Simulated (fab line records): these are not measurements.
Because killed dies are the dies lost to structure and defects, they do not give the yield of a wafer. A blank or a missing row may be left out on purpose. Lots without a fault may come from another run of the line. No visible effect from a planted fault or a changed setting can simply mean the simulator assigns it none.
The tool behind it: which one? :: flow berkeleyCmos170 :: 7 lots, 21 wafers sampled, at 2 steps of a route of 331

WHAT THE GAUGES READ, wafer by wafer
UCB170_NWELL_THK_MEAS_05.
lot: L172
measured: day 2 12:43
on: filmMetro-02
NWELL_NITRIDE_THK (nm): 224.1 222.7 222.2

lot: L174
measured: day 2 22:23
on: filmMetro-04
NWELL_NITRIDE_THK (nm): 227.1 225.7 228.4

lot: L177
measured: day 3 06:35
on: filmMetro-03
NWELL_NITRIDE_THK (nm): 223.8 224.3 222.6

lot: L180
measured: day 4 03:16
on: filmMetro-03
NWELL_NITRIDE_THK (nm): 222.8 222.6 224.6

lot: L182
measured: day 4 11:46
on: filmMetro-03
NWELL_NITRIDE_THK (nm): 224.7 222.6 224.5

lot: L184
measured: day 4 23:52
on: filmMetro-02
NWELL_NITRIDE_THK (nm): 450.2 448.7 445.3

lot: L191
measured: day 6 11:46
on: filmMetro-02
NWELL_NITRIDE_THK (nm): 443.4 443.7 440.4

TOOL THAT RAN EACH LOT (tool first, then ch and the chambers of the sampled wafers, then the start)
lot: L172
UCB170_NWELL_CVD_04: lpcvd-01 ch 1, day 2 10:46

lot: L174
UCB170_NWELL_CVD_04: lpcvd-02 ch 0, day 2 20:28

lot: L177
UCB170_NWELL_CVD_04: lpcvd-01 ch 0, day 3 04:37

lot: L180
UCB170_NWELL_CVD_04: lpcvd-01 ch 0, day 4 01:19

lot: L182
UCB170_NWELL_CVD_04: lpcvd-02 ch 1, day 4 09:49

lot: L184
UCB170_NWELL_CVD_04: lpcvd-01 ch 1, day 4 19:21

lot: L191
UCB170_NWELL_CVD_04: lpcvd-02 ch 1, day 6 06:19 and lpcvd-01 ch 1, day 6 09:47
- UCB170_NWELL_CVD_04: deposits Si3N4 from SiH2Cl2/NH3, target thk 224 nm, time 3360 s.

THE ANSWER, worked out from the rows above alone
Rule: the usual values come from the lots themselves. Put in order of their means at a reading, lots are off if they are a third of the lots or fewer, leave a main group of 4 or more, and stand apart from it by a gap of 3 or more times the standard deviation of the main group's means; of several such gaps the widest counts. If all means in a main group match to the digits the tables above print for the reading, that group is not used. A lot without any number at a reading at which 4 lots or more have one is off too. Any other lot the step has rows for is counted as sound.
Off: L184, L191, at UCB170_NWELL_THK_MEAS_05 (NWELL_NITRIDE_THK). The main group has a mean of 224.2 nm with a standard deviation of 1.5.
A tool fits if, at a process step before that reading, it ran every lot that is off, and no sound lot after the first of them. Those tools and the gauges at UCB170_NWELL_THK_MEAS_05 are tried in the same way. Can't be told from this: 2 tools fit, lpcvd-01 at UCB170_NWELL_CVD_04, filmMetro-02 at UCB170_NWELL_THK_MEAS_05.

WHAT HAD BEEN PUT IN BY THE SIMULATOR
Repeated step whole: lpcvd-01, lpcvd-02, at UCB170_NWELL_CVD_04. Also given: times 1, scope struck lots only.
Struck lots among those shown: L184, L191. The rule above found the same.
